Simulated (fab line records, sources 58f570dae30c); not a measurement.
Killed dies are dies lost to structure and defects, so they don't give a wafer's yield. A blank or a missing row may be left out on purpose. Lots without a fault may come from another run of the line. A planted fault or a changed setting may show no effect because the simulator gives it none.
fab line records | flow berkeley_cmos170
record lots=14 wafers=42 last_day=13
route steps=331 shown CONTACT@233
lots that met no fault: from a run of the same line without faults
start_h: hours from the record's first day to the start of the lot's first wafer shown | wait_h: hours since the lot's step before | " the same as in the row above | L1.1+2: a row that stands for several wafers | - no value, or no start given | * or withheld: withheld | < > ~ a bound
route shown NAME@n: a module of which the file shows steps, and the number in the route of the first | usual: mean/standard deviation of fault-free wafers | same: alike in all rows | chamber/n: place in a boat | sites: the reading at each site | _std_site: their standard deviation | _edge_site: outer sites' mean less inner sites' | radius_mm: how far each site lies from the wafer's centre | mask NAME#n: copy n | behind: the tool/chamber that last shaped the wafer | hold: why the lot was held/for how many hours/how that ended | device: the transistor (n, p or np) that didn't switch | end of line: the same wafers' tests at the end of the route | a step without rows: its recipe alone | killed: dies lost to structure and defects at the first sort, not the wafer's yield | map: a wafer's dies, x killed, . not, _ none there
set.NAME: the setting as run; set.NAME@STEP: as run at that earlier step | model.NAME: the simulator's own value behind a step, which no gauge read
steps of the route over a sample of lots; a table a step, a row a wafer
services: from which hour (start_h, from the record's first day; less than 0 if before it) a tool's chamber was out of use, for how many hours, and why
## steps
# step UCB170_CONTACT_ETCH_17
# recipe chemistry=N2/H2 target_depth_a=withheld overetch_a=withheld target=BARC time_s=withheld source_w=500 bias_w=100 pressure_mtorr=30 n2_flow_sccm=100 h2_flow_sccm=200
# usual chamber_pressure_mTorr=29.997/0.024 drypump_motor_current_A=5.4/0.54 oes_product_au=0.993/0.027 throttle_valve_pct=13.36/0.17
# columns lot.wafer tool chamber start_h wait_h chamber_pressure_mTorr drypump_motor_current_A oes_product_au throttle_valve_pct
L619.2 rie_diel-04 3 186.49 0.0 29.987 5.3 0.961 13.40
L619.5 " 1 " " 29.945 5.3 1.012 13.41
L619.6 " 3 " " 29.975 5.3 0.981 13.39
L624.3 rie_diel-04 3 202.57 0.0 30.001 5.3 0.964 13.39
L624.5 " 1 " " 30.045 5.3 0.989 13.41
L624.6 " 0 " " 30.009 5.1 0.975 13.30
L623.3 rie_diel-03 0 204.27 0.0 29.983 5.5 1.021 13.33
L623.4 " 1 " " 30.015 6.4 1.009 13.27
L623.6 " 2 " " 30.004 6.4 1.003 13.17
L622.1 rie_diel-04 3 204.63 0.0 29.987 5.3 0.958 13.40
L622.3 " 1 " " 29.978 5.3 0.985 13.41
L622.4 " 0 " " 30.021 5.1 0.974 13.30
L628.1 rie_diel-04 3 222.37 0.0 29.968 5.3 0.965 13.40
L628.5 " 1 " " 35.965 5.3 0.973 13.42
L628.6 " 2 " " 29.987 5.1 0.950 13.25
L630.2 rie_diel-04 2 225.39 0.0 30.005 5.1 0.959 13.27
L630.3 " 0 " " 29.984 5.0 0.973 13.31
L630.6 " 1 " " 36.007 5.2 0.977 13.40
L626.2 rie_diel-01 0 225.55 0.0 29.983 6.4 0.995 13.12
L626.3 " 1 " " 29.994 4.9 0.965 13.17
L626.6 " 0 " " 30.019 6.4 0.999 13.13
L625.3 rie_diel-01 1 225.82 0.0 30.010 4.9 0.956 13.16
L625.4 " 2 " " 29.964 5.9 1.035 13.53
L625.6 " 0 " " 29.987 6.4 1.007 13.13
L634.1 rie_diel-01 0 253.39 0.0 29.976 6.4 0.992 13.13
L634.3 " 2 " " 29.976 5.9 1.040 13.54
L634.6 " 2 " " 29.971 5.9 1.032 13.53
L636.1 rie_diel-03 2 255.57 0.0 30.028 6.3 1.009 13.18
L636.2 " 1 " " 30.000 6.4 0.995 13.27
L636.5 " 3 " " 29.959 4.7 1.020 13.63
L637.2 rie_diel-03 0 263.66 0.0 29.981 5.5 1.018 13.36
L637.3 " 2 " " 30.031 6.3 1.001 13.17
L637.5 " 0 " " 29.991 5.5 1.011 13.34
L639.1 rie_diel-01 3 264.00 0.0 30.010 5.1 1.009 13.66
L639.4 " 3 " " 29.977 5.1 1.001 13.65
L639.6 " 0 " " 29.997 6.4 1.001 13.13
L641.3 rie_diel-01 0 282.45 0.0 30.043 6.4 1.003 13.12
L641.4 " 0 " " 29.962 6.4 0.996 13.13
L641.5 " 2 " " 30.007 5.9 1.036 13.54
L642.2 rie_diel-04 1 289.86 0.0 29.995 5.2 0.977 13.40
L642.3 " 0 " " 30.006 5.0 0.979 13.30
L642.4 " 3 " " 30.029 5.3 0.959 13.41
## services
# columns tool chamber start_h hours kind
rie_diel-04 0 186.21 - clean
rie_diel-04 0 186.21 12.9 scheduled_down
rie_diel-04 0 186.21 12.9 vent_cycle
rie_diel-01 0 207.06 - clean
rie_diel-01 0 207.06 16.1 scheduled_down
rie_diel-01 0 207.06 16.1 vent_cycle
rie_diel-04 3 215.39 4.1 repair
rie_diel-04 2 245.47 - clean
rie_diel-04 2 245.47 15.6 scheduled_down
rie_diel-04 2 245.47 15.6 vent_cycle
rie_diel-01 2 256.21 5.3 repair
rie_diel-01 1 261.51 - clean
rie_diel-01 1 261.51 21.7 scheduled_down
rie_diel-01 1 261.51 21.7 vent_cycle
## key
first_sign step=UCB170_CONTACT_ETCH_17 reading=chamber_pressure_mTorr direction=up sigmas=99+ usual=29.997 struck=35.986
effect none on later readings
met_at UCB170_CONTACT_ETCH_17
struck_lots L628,L630
struck_wafers L628.5,L630.6
tester_left_out L628,L630
onset_between 204.63 222.37
fault kind=process_parameter_drift tool=rie_diel-04 chamber=1 onset_h=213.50 steps=UCB170_CONTACT_ETCH_17 channel=pressure_mtorr offset=6 shape=step end_h=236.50 acts_in=these_recipes_only stated=30
# tester_left_out: of these lots the tester's yield and bins aren't shown, on N5 and GAA mostly nor the transistor test; their killed dies are dies lost to structure and defects alone, not to doping, threshold or leakage, so they don't give the yield
